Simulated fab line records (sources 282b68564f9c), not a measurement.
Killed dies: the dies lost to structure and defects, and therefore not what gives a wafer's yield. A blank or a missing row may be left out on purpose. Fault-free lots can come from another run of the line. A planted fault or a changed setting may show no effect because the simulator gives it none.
fab line records | flow ritCmos
record lots=15 wafers=45 lastDay=7
route steps=202 shown GATE@93 NLDD@113 PSD@145 SILICIDE@163 M1@202
lots untouched by any fault: they come from a run of this same line in which no faults occurred
startH: the number of hours between the record's first day and the start of the first shown wafer of the lot | waitH: hours elapsed since this lot's preceding step | " repeats the value in the row above | L1.1+2: a single row standing in for several wafers | - value missing, or start not given | * or withheld: withheld | < > ~ a bound
route shown NAME@n: names a module that has steps shown in the file, with the first one's number in the route | usual: average and standard deviation across the fault-free wafers | same: alike in all rows | chamber/n: place in a boat | sites: the reading at each site | _std_site: standard deviation across them | _edge_site: outer sites' mean less inner sites' | radiusMm: how far each site lies from the wafer's centre | mask NAME#n: copy n | behind: the most recent tool/chamber to have shaped the wafer | hold: the reason the lot was held/the length of the hold in hours/how it ended | device: which transistor (n, p or np) failed to switch | end of line: the route-end tests of the same wafers | for a step that has no rows: nothing shown but its recipe | killed: at the first sort, the dies lost to defects and structure; wafer yield is something else | map: per-die view of a wafer (x killed, . not killed, _ where there is no die)
set.NAME: setting as actually run; set.NAME@STEP: the setting as run at that earlier step | model.NAME: the simulator's own value behind a step, which no gauge read
steps of the route over a sample of lots; a table a step, a row a wafer
services: a tool's chamber out of use, with start hour (startH, from the record's first day; less than 0 if before it), hours out, and reason
## steps
# step RIT_GATE_OVL_MEAS_17
# usual GATE_OVL=0.3/1.2
# columns lot.wafer tool chamber startH waitH GATE_OVL[nm]
L668.3 overlay-01 - 36.56 0.1 -0.9
L668.4 " - " " -1.1
L668.5 " - " " -0.1
L669.1 overlay-02 - 42.88 0.1 -0.8
L669.5 " - " " 0.4
L669.6 " - " " 0.9
L670.1 overlay-02 - 48.07 0.1 1.8
L670.4 " - " " 1.8
L670.5 " - " " 1.1
L671.1 overlay-01 - 53.18 0.1 -2.8
L671.2 " - " " -0.8
L671.5 " - " " -0.6
L672.2 overlay-02 - 57.57 0.1 -0.2
L672.5 " - " " -0.1
L672.6 " - " " 0.6
L673.1 overlay-01 - 61.64 0.1 0.1
L673.2 " - " " 0.5
L673.4 " - " " 0.2
L674.2 overlay-02 - 66.40 0.1 1.0
L674.3 " - " " 0.0
L674.6 " - " " 0.5
L676.3 overlay-02 - 77.45 0.1 1.2
L676.4 " - " " 0.7
L676.5 " - " " 0.6
L680.1 overlay-02 - 100.26 0.1 -0.6
L680.4 " - " " -1.0
L680.5 " - " " 0.1
L681.2 overlay-02 - 106.79 0.1 1.7
L681.3 " - " " -0.1
L681.4 " - " " 1.2
L682.4 overlay-01 - 108.75 0.1 1.9
L682.5 " - " " 2.1
L682.6 " - " " 1.9
L683.1 overlay-01 - 112.71 0.1 -1.1
L683.4 " - " " -1.0
L683.6 " - " " 0.9
L687.1 overlay-02 - 132.43 0.1 1.0
L687.4 " - " " 1.0
L687.6 " - " " 1.2
L688.2 overlay-01 - 136.22 0.1 1.1
L688.3 " - " " 1.3
L688.6 " - " " 0.6
L689.1 overlay-02 - 143.68 0.1 -1.8
L689.5 " - " " -0.5
L689.6 " - " " -0.4
# step RIT_NLDD_TW_MEAS_10
# usual NLDD_TW=2476/17
# columns lot.wafer tool chamber startH waitH NLDD_TW
L668.3 filmMetro-02 - 42.12 0.1 2489
L668.4 " - " " 2489
L668.5 " - " " 2490
L669.1 filmMetro-04 - 47.99 0.1 2469
L669.5 " - " " 2464
L669.6 " - " " 2476
L670.1 filmMetro-04 - 53.12 0.1 2465
L670.4 " - " " 2460
L670.5 " - " " 2446
L671.1 filmMetro-02 - 58.11 0.1 2490
L671.2 " - " " 2485
L671.5 " - " " 2485
L672.2 filmMetro-01 - 62.64 0.1 2505
L672.5 " - " " 2491
L672.6 " - " " 2484
L673.1 filmMetro-01 - 66.72 0.1 2491
L673.2 " - " " 2483
L673.4 " - " " 2491
L674.2 filmMetro-01 - 71.49 0.1 2495
L674.3 " - " " 2474
L674.6 " - " " 2488
L676.3 filmMetro-04 - 82.40 0.1 2460
L676.4 " - " " 2453
L676.5 " - " " 2459
L680.1 filmMetro-01 - 105.48 0.1 2477
L680.4 " - " " 2482
L680.5 " - " " 2470
L681.2 filmMetro-01 - 113.54 0.1 2473
L681.3 " - " " 2477
L681.4 " - " " 2470
L682.4 filmMetro-04 - 113.82 0.1 2477
L682.5 " - " " 2481
L682.6 " - " " 2475
L683.1 filmMetro-02 - 117.76 0.1 2478
L683.4 " - " " 2487
L683.6 " - " " 2478
L687.1 filmMetro-01 - 138.04 0.1 2497
L687.4 " - " " 2496
L687.6 " - " " 2498
L688.2 filmMetro-04 - 141.61 0.1 2448
L688.3 " - " " 2449
L688.6 " - " " 2459
L689.1 filmMetro-04 - 148.74 0.1 2480
L689.5 " - " " 2476
L689.6 " - " " 2475
# step RIT_PSD_EXPOSE_03
# recipe maskId=M10 na=0.57 targetCdNm=40900 doseMj=250
# usual focusOffsetNm=0.0/0.5
# columns lot.wafer tool chamber startH waitH mask focusOffsetNm
L668.3 ilineStepper-01 0 48.03 0.1 M10#0 0.3
L668.4 " 0 " " M10#0 0.2
L668.5 " 0 " " M10#0 0.6
L669.1 ilineStepper-01 0 54.09 0.1 M10#0 -0.9
L669.5 " 0 " " M10#0 -0.8
L669.6 " 0 " " M10#0 -0.6
L670.1 ilineStepper-02 0 59.44 0.2 M10#0 -0.3
L670.4 " 0 " " M10#0 -0.1
L670.5 " 0 " " M10#0 0.2
L671.1 ilineStepper-01 0 64.22 0.2 M10#0 -0.4
L671.2 " 0 " " M10#0 0.2
L671.5 " 0 " " M10#0 0.2
L672.2 ilineStepper-01 0 68.76 0.1 M10#0 -0.3
L672.5 " 0 " " M10#0 0.3
L672.6 " 0 " " M10#0 0.7
L673.1 ilineStepper-02 0 73.20 0.2 M10#0 0.6
L673.2 " 0 " " M10#0 0.2
L673.4 " 0 " " M10#0 0.5
L674.2 ilineStepper-02 0 77.89 0.1 M10#0 0.1
L674.3 " 0 " " M10#0 -0.2
L674.6 " 0 " " M10#0 0.6
L676.3 ilineStepper-01 0 88.55 0.2 M10#0 0.2
L676.4 " 0 " " M10#0 0.6
L676.5 " 0 " " M10#0 0.5
L680.1 ilineStepper-01 0 111.70 0.2 M10#0 -0.5
L680.4 " 0 " " M10#0 -0.7
L680.5 " 0 " " M10#0 -0.4
L682.4 ilineStepper-02 0 120.25 0.2 M10#0 -0.4
L682.5 " 0 " " M10#0 0.2
L682.6 " 0 " " M10#0 0.5
L681.2 ilineStepper-01 0 120.87 0.2 M10#0 -0.6
L681.3 " 0 " " M10#0 1.2
L681.4 " 0 " " M10#0 1.1
L683.1 ilineStepper-02 0 123.75 0.2 M10#0 0.1
L683.4 " 0 " " M10#0 0.0
L683.6 " 0 " " M10#0 -0.4
L687.1 ilineStepper-02 0 144.48 0.2 M10#0 0.3
L687.4 " 0 " " M10#0 0.2
L687.6 " 0 " " M10#0 0.9
L688.2 ilineStepper-02 0 147.46 0.1 M10#0 0.3
L688.3 " 0 " " M10#0 -0.3
L688.6 " 0 " " M10#0 -0.3
L689.1 ilineStepper-02 0 154.62 0.1 M10#0 0.0
L689.5 " 0 " " M10#0 0.3
L689.6 " 0 " " M10#0 -0.6
# step RIT_PSD_OVL_MEAS_06
# usual PSD_OVL=0.0/1.3
# columns lot.wafer tool chamber startH waitH hold PSD_OVL[nm]
L668.3 overlay-01 - 48.40 - - 0.0
L668.4 " - " " - -0.9
L668.5 " - " " - 1.3
L669.1 overlay-02 - 54.49 - - 0.6
L669.5 " - " " - 2.2
L669.6 " - " " - 0.4
L670.1 overlay-01 - 59.84 - - 0.2
L670.4 " - " " - -0.9
L670.5 " - " " - -0.1
L671.1 overlay-01 - 64.62 - - -0.6
L671.2 " - " " - -1.7
L671.5 " - " " - -0.9
L672.2 overlay-01 - 69.15 - - 0.1
L672.5 " - " " - 0.9
L672.6 " - " " - 0.6
L673.1 overlay-02 - 73.60 - - -0.3
L673.2 " - " " - 0.4
L673.4 " - " " - -0.4
L674.2 overlay-02 - 78.28 - - 0.0
L674.3 " - " " - 1.1
L674.6 " - " " - 0.7
L676.3 overlay-01 - 88.92 - awaitDispo/0.2h/release 3536.1
L676.4 " - " " awaitDispo/0.2h/release 3536.0
L676.5 " - " " awaitDispo/0.2h/release 3536.8
L676.3 overlay-01 - 89.12 0.2 - 3538.3
L676.4 " - " " - 3538.5
L676.5 " - " " - 3539.4
L680.1 overlay-02 - 112.10 - awaitDispo/0.2h/release 3535.0
L680.4 " - " " awaitDispo/0.2h/release 3537.0
L680.5 " - " " awaitDispo/0.2h/release 3536.5
L680.1 overlay-02 - 112.31 0.2 - 3537.3
L680.4 " - " " - 3539.0
L680.5 " - " " - 3539.2
L682.4 overlay-02 - 120.61 - - 0.8
L682.5 " - " " - 2.0
L682.6 " - " " - 1.6
L681.2 overlay-02 - 121.26 - awaitDispo/0.2h/release 3537.4
L681.3 " - " " awaitDispo/0.2h/release 3537.4
L681.4 " - " " awaitDispo/0.2h/release 3537.8
L681.2 overlay-02 - 121.46 0.2 - 3540.1
L681.3 " - " " - 3539.8
L681.4 " - " " - 3540.3
L683.1 overlay-01 - 124.15 - - -1.1
L683.4 " - " " - -0.2
L683.6 " - " " - -1.7
L687.1 overlay-02 - 144.88 - - -0.3
L687.4 " - " " - -1.4
L687.6 " - " " - 0.1
L688.2 overlay-01 - 147.85 - - -0.4
L688.3 " - " " - -1.3
L688.6 " - " " - -1.5
L689.1 overlay-01 - 155.02 - - 1.8
L689.5 " - " " - 2.1
L689.6 " - " " - 1.8
# step RIT_SILICIDE_RS_MEAS_02
# recipe thkMeasGauge=four-point-probe reads=Ti_of_SILICIDE_SPUTTER_01
# usual SILICIDE_TI_RS=47.9/0.61
# columns lot.wafer tool chamber startH waitH SILICIDE_TI_RS[ohm/sq]
L668.3 filmMetro-03 - 50.10 0.1 48.2
L668.4 " - " " 47.6
L668.5 " - " " 48.2
L669.1 filmMetro-01 - 56.16 0.1 47.5
L669.5 " - " " 47.2
L669.6 " - " " 47.8
L670.1 filmMetro-02 - 61.51 0.1 48.2
L670.4 " - " " 47.8
L670.5 " - " " 47.4
L671.1 filmMetro-03 - 66.30 0.1 47.8
L671.2 " - " " 48.7
L671.5 " - " " 48.7
L672.2 filmMetro-01 - 70.86 0.1 47.3
L672.5 " - " " 47.5
L672.6 " - " " 47.6
L673.1 filmMetro-01 - 75.33 0.1 48.5
L673.2 " - " " 48.8
L673.4 " - " " 48.3
L674.2 filmMetro-03 - 79.97 0.1 47.2
L674.3 " - " " 47.3
L674.6 " - " " 47.1
L682.4 filmMetro-03 - 122.31 0.1 48.2
L682.5 " - " " 47.9
L682.6 " - " " 47.8
L683.1 filmMetro-02 - 125.92 0.1 47.5
L683.4 " - " " 47.8
L683.6 " - " " 47.1
L687.1 filmMetro-01 - 146.52 0.1 47.1
L687.4 " - " " 47.5
L687.6 " - " " 47.0
L688.2 filmMetro-02 - 149.53 0.1 49.2
L688.3 " - " " 49.3
L688.6 " - " " 49.1
L689.1 filmMetro-01 - 156.70 0.1 47.9
L689.5 " - " " 47.7
L689.6 " - " " 48.3
# step RIT_M1_PROBE_99
# usual defectLimitedYield=97.5/1.2 killed_at_M0_to_M3=0.0/0.22 killedAtFrontEnd=7/3.1 killedDies=7/3.1 killedOpen=3.2/2.1 killedShort=3.4/2 sort_bin_3_pad_short=0.1/0.2 sort_bin_5_function=1.5/0.82 sort_bin_6_memory=0.9/0.63 sortNPass=257/3.1 sortYieldPct=97.5/1.2
# same grossDies=264 killed_at_M4_up=0 killedAtBackSide=0 killedAtContacts=0 killedAtOther=0
# columns lot.wafer tool chamber startH waitH defectLimitedYield[%] killed_at_M0_to_M3 killedAtFrontEnd killedDies killedOpen killedShort sort_bin_3_pad_short[%] sort_bin_5_function[%] sort_bin_6_memory[%] sortNPass sortYieldPct[%]
L668.3 prober-02 - 57.06 0.2 96.2 0 10 10 5 5 0 2.3 1.5 254 96.2
L668.4 prober-02 - 57.11 0.2 95.1 1 12 13 6 7 0 3.4 1.5 251 95.1
L668.5 prober-02 - 57.16 0.2 97.7 0 6 6 4 2 0 0.8 1.5 258 97.7
L669.1 prober-01 - 62.81 0.1 97.7 0 6 6 2 4 0.4 1.5 0.4 258 97.7
L669.5 prober-01 - 63.01 0.2 98.5 0 4 4 2 2 0 0.4 1.1 260 98.5
L669.6 prober-01 - 63.06 0.2 97.7 0 6 6 4 2 0 1.1 1.1 258 97.7
L670.1 prober-02 - 68.26 0.1 97.3 0 7 7 4 3 0 1.5 1.1 257 97.3
L670.4 prober-02 - 68.41 0.2 95.1 0 13 13 5 8 0 3.4 1.5 251 95.1
L670.5 prober-02 - 68.46 0.2 97.7 0 6 6 2 4 0 1.5 0.8 258 97.7
L671.1 prober-01 - 73.48 0.1 97.0 0 8 8 4 4 0.4 2.3 0.4 256 97.0
L671.2 prober-01 - 73.53 0.1 97.0 0 8 8 4 4 0.4 1.5 1.1 256 97.0
L671.5 prober-01 - 73.68 0.2 97.0 0 8 8 2 6 0 2.3 0.8 256 97.0
L672.2 prober-02 - 78.14 0.1 96.6 0 9 9 1 8 0.8 1.9 0.8 255 96.6
L672.5 prober-02 - 78.29 0.2 97.3 0 7 7 5 2 0 1.5 1.1 257 97.3
L672.6 prober-02 - 78.34 0.2 97.7 0 6 6 3 3 0.4 0.8 1.1 258 97.7
L673.1 prober-01 - 84.57 0.1 97.3 0 7 7 3 4 0 1.5 1.1 257 97.3
L673.2 prober-01 - 84.62 0.1 97.3 0 7 7 1 6 0.4 1.5 0.8 257 97.3
L673.4 prober-01 - 84.72 0.2 97.7 0 6 6 1 5 0.4 1.1 0.8 258 97.7
L674.2 prober-02 - 86.90 0.1 97.0 0 8 8 4 4 0 1.5 1.5 256 97.0
L674.3 prober-02 - 86.95 0.2 98.5 0 4 4 1 3 0 1.1 0.4 260 98.5
L674.6 prober-02 - 87.10 0.2 99.2 0 2 2 1 1 0 0.4 0.4 262 99.2
L682.4 prober-01 - 129.50 0.2 97.7 0 6 6 4 2 0 2.3 0 258 97.7
L682.5 prober-01 - 129.55 0.2 97.3 0 7 7 5 2 0 1.9 0.8 257 97.3
L682.6 prober-01 - 129.60 0.2 97.0 0 8 8 4 4 0.4 1.9 0.8 256 97.0
L683.1 prober-01 - 133.18 0.1 96.2 0 10 10 3 7 0.4 1.9 1.5 254 96.2
L683.4 prober-01 - 133.33 0.2 97.7 0 6 6 3 3 0 2.3 0 258 97.7
L683.6 prober-01 - 133.43 0.2 98.5 0 4 4 4 0 0 1.1 0.4 260 98.5
L687.1 prober-02 - 153.47 0.1 98.1 0 5 5 2 3 0 1.5 0.4 259 98.1
L687.4 prober-02 - 153.62 0.2 98.5 0 4 4 2 2 0 1.1 0.4 260 98.5
L687.6 prober-02 - 153.72 0.2 95.5 0 12 12 9 3 0 3.8 0.8 252 95.5
L688.2 prober-01 - 156.47 0.1 98.5 0 4 4 2 2 0 1.1 0.4 260 98.5
L688.3 prober-01 - 156.52 0.2 97.7 0 6 6 3 3 0.4 1.1 0.8 258 97.7
L688.6 prober-01 - 156.67 0.2 100.0 0 0 0 0 0 0 0 0 264 100.0
L689.1 prober-02 - 163.87 0.1 96.6 1 8 9 5 4 0 2.3 1.1 255 96.6
L689.5 prober-02 - 164.07 0.2 98.1 1 4 5 3 2 0 1.1 0.8 259 98.1
L689.6 prober-02 - 164.12 0.2 97.0 0 8 8 6 2 0 1.9 1.1 256 97.0
# killed by level:class
L668.3 FOX1:geometricParticle:open=2 REOX:geometricParticle:short=2 SILICIDE:geometricParticle:open=2 FOX1:geometricParticle:short=1 GATE:geometricParticle:short=1 SILICIDE:geometricParticle:short=1 REOX:geometricParticle:open=1
L668.4 REOX:geometricParticle:short=4 REOX:geometricParticle:open=3 GATE:geometricParticle:open=2 SILICIDE:geometricParticle:short=2 SPACER:geometricParticle:open=1 M1:geometricParticle:short=1
L668.5 GATE:geometricParticle:open=3 FOX2:geometricParticle:short=1 GATE:geometricParticle:short=1 REOX:geometricParticle:open=1
L669.1 FOX1:geometricParticle:open=2 GATE:geometricParticle:short=2 FOX1:geometricParticle:short=1 FOX2:geometricParticle:short=1
L669.5 FOX1:geometricParticle:open=2 SPACER:geometricParticle:short=2
L669.6 SPACER:geometricParticle:open=3 ACTIVE:geometricParticle:short=1 GATE:geometricParticle:open=1 GATE:geometricParticle:short=1
L670.1 GATE:geometricParticle:short=3 GATE:geometricParticle:open=2 REOX:geometricParticle:open=1 SILICIDE:geometricParticle:open=1
L670.4 GATE:geometricParticle:short=4 GATE:geometricParticle:open=3 REOX:geometricParticle:open=2 FOX1:geometricParticle:short=1 FOX2:geometricParticle:short=1 REOX:geometricParticle:short=1 SPACER:geometricParticle:short=1
L670.5 REOX:geometricParticle:open=2 FOX1:geometricParticle:short=1 FOX2:geometricParticle:short=1 GATE:geometricParticle:short=1 REOX:geometricParticle:short=1
L671.1 GATE:geometricParticle:short=3 GATE:geometricParticle:open=2 REOX:geometricParticle:open=2 REOX:geometricParticle:short=1
L671.2 GATE:geometricParticle:open=3 SILICIDE:geometricParticle:short=3 GATE:geometricParticle:short=1 REOX:geometricParticle:open=1
L671.5 GATE:geometricParticle:short=3 ACTIVE:geometricParticle:short=1 FOX1:geometricParticle:open=1 REOX:geometricParticle:open=1 REOX:geometricParticle:short=1 SILICIDE:geometricParticle:short=1
L672.2 GATE:geometricParticle:short=4 FOX1:geometricParticle:short=2 FOX1:geometricParticle:open=1 FOX2:geometricParticle:short=1 SPACER:geometricParticle:short=1
L672.5 SILICIDE:geometricParticle:open=2 FOX1:geometricParticle:open=1 GATE:geometricParticle:short=1 GATE:geometricParticle:open=1 REOX:geometricParticle:open=1 SPACER:geometricParticle:short=1
L672.6 FOX1:geometricParticle:short=2 GATE:geometricParticle:open=2 FOX1:geometricParticle:open=1 GATE:geometricParticle:short=1
L673.1 REOX:geometricParticle:short=3 FOX2:geometricParticle:open=1 GATE:geometricParticle:open=1 GATE:geometricParticle:short=1 REOX:geometricParticle:open=1
L673.2 SPACER:geometricParticle:short=3 FOX1:geometricParticle:short=1 FOX1:geometricParticle:open=1 FOX2:geometricParticle:short=1 SILICIDE:geometricParticle:short=1
L673.4 FOX2:geometricParticle:short=2 GATE:geometricParticle:short=2 FOX2:geometricParticle:open=1 SILICIDE:geometricParticle:short=1
L674.2 FOX1:geometricParticle:short=1 FOX2:geometricParticle:open=1 FOX2:geometricParticle:short=1 GATE:geometricParticle:short=1 GATE:geometricParticle:open=1 SPACER:geometricParticle:open=1 SILICIDE:geometricParticle:short=1 SILICIDE:geometricParticle:open=1
L674.3 SPACER:geometricParticle:short=2 REOX:geometricParticle:short=1 SPACER:geometricParticle:open=1
L674.6 FOX1:geometricParticle:open=1 SPACER:geometricParticle:short=1
L682.4 GATE:geometricParticle:open=2 FOX1:geometricParticle:open=1 REOX:geometricParticle:short=1 SILICIDE:geometricParticle:short=1 SILICIDE:geometricParticle:open=1
L682.5 FOX1:geometricParticle:short=2 REOX:geometricParticle:open=2 FOX1:geometricParticle:open=1 GATE:geometricParticle:open=1 SILICIDE:geometricParticle:open=1
L682.6 FOX1:geometricParticle:open=2 GATE:geometricParticle:short=2 REOX:geometricParticle:short=2 GATE:geometricParticle:open=1 SPACER:geometricParticle:open=1
L683.1 GATE:geometricParticle:short=3 GATE:geometricParticle:open=2 ACTIVE:geometricParticle:short=1 FOX1:geometricParticle:short=1 FOX2:geometricParticle:open=1 REOX:geometricParticle:short=1 SPACER:geometricParticle:short=1
L683.4 FOX1:geometricParticle:short=2 FOX2:geometricParticle:open=1 GATE:geometricParticle:open=1 GATE:geometricParticle:short=1 REOX:geometricParticle:open=1
L683.6 REOX:geometricParticle:open=2 FOX1:geometricParticle:open=1 SPACER:geometricParticle:open=1
L687.1 SPACER:geometricParticle:short=2 GATE:geometricParticle:open=1 GATE:geometricParticle:short=1 SPACER:geometricParticle:open=1
L687.4 SILICIDE:geometricParticle:open=2 FOX2:geometricParticle:short=1 GATE:geometricParticle:short=1
L687.6 SPACER:geometricParticle:open=4 GATE:geometricParticle:open=3 FOX1:geometricParticle:short=1 FOX1:geometricParticle:open=1 FOX2:geometricParticle:open=1 GATE:geometricParticle:short=1 SPACER:geometricParticle:short=1
L688.2 GATE:geometricParticle:open=2 FOX1:geometricParticle:short=1 GATE:geometricParticle:short=1
L688.3 GATE:geometricParticle:open=2 SPACER:geometricParticle:short=2 GATE:geometricParticle:short=1 SPACER:geometricParticle:open=1
L688.6
L689.1 REOX:geometricParticle:open=2 SILICIDE:geometricParticle:short=2 FOX2:geometricParticle:open=1 GATE:geometricParticle:short=1 REOX:geometricParticle:short=1 SILICIDE:geometricParticle:open=1 M1:geometricParticle:open=1
L689.5 REOX:geometricParticle:open=2 SILICIDE:geometricParticle:open=1 SILICIDE:geometricParticle:short=1 M1:geometricParticle:short=1
L689.6 SILICIDE:geometricParticle:open=2 FOX1:geometricParticle:open=1 FOX2:geometricParticle:open=1 GATE:geometricParticle:open=1 SPACER:geometricParticle:open=1 SPACER:geometricParticle:short=1 SILICIDE:geometricParticle:short=1
## services
# columns tool chamber startH hours kind
ilineStepper-01 - 25.66 1.7 pm
ilineStepper-02 - 28.46 15.0 repair
ilineStepper-02 - 29.47 7.1 repair
ilineStepper-02 - 53.69 1.7 pm
ilineStepper-02 - 129.54 4.4 pm
ilineStepper-01 - 154.13 0.7 repair
## key
firstSign step=RIT_PSD_OVL_MEAS_06 reading=visit direction=added
effect step=RIT_PSD_OVL_MEAS_06 reading=PSD_OVL direction=up sigmas=99+ usual=0.0 struck=3536.6
metAt RIT_PSD_EXPOSE_03
struckLots L676,L680,L681
scrappedBehind RIT_PSD_OVL_MEAS_06 L676.3,L676.4,L676.5,L680.1,L680.4,L680.5,L681.2,L681.3,L681.4
notActingAt RIT_GATE_OVL_MEAS_17,RIT_NLDD_TW_MEAS_10,RIT_SILICIDE_RS_MEAS_02
onsetBetween 68.76 88.55
fault kind=scannerMatchingOverlay tool=ilineStepper-01 chamber=- onsetH=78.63 steps=RIT_PSD_EXPOSE_03 offset=3537.3
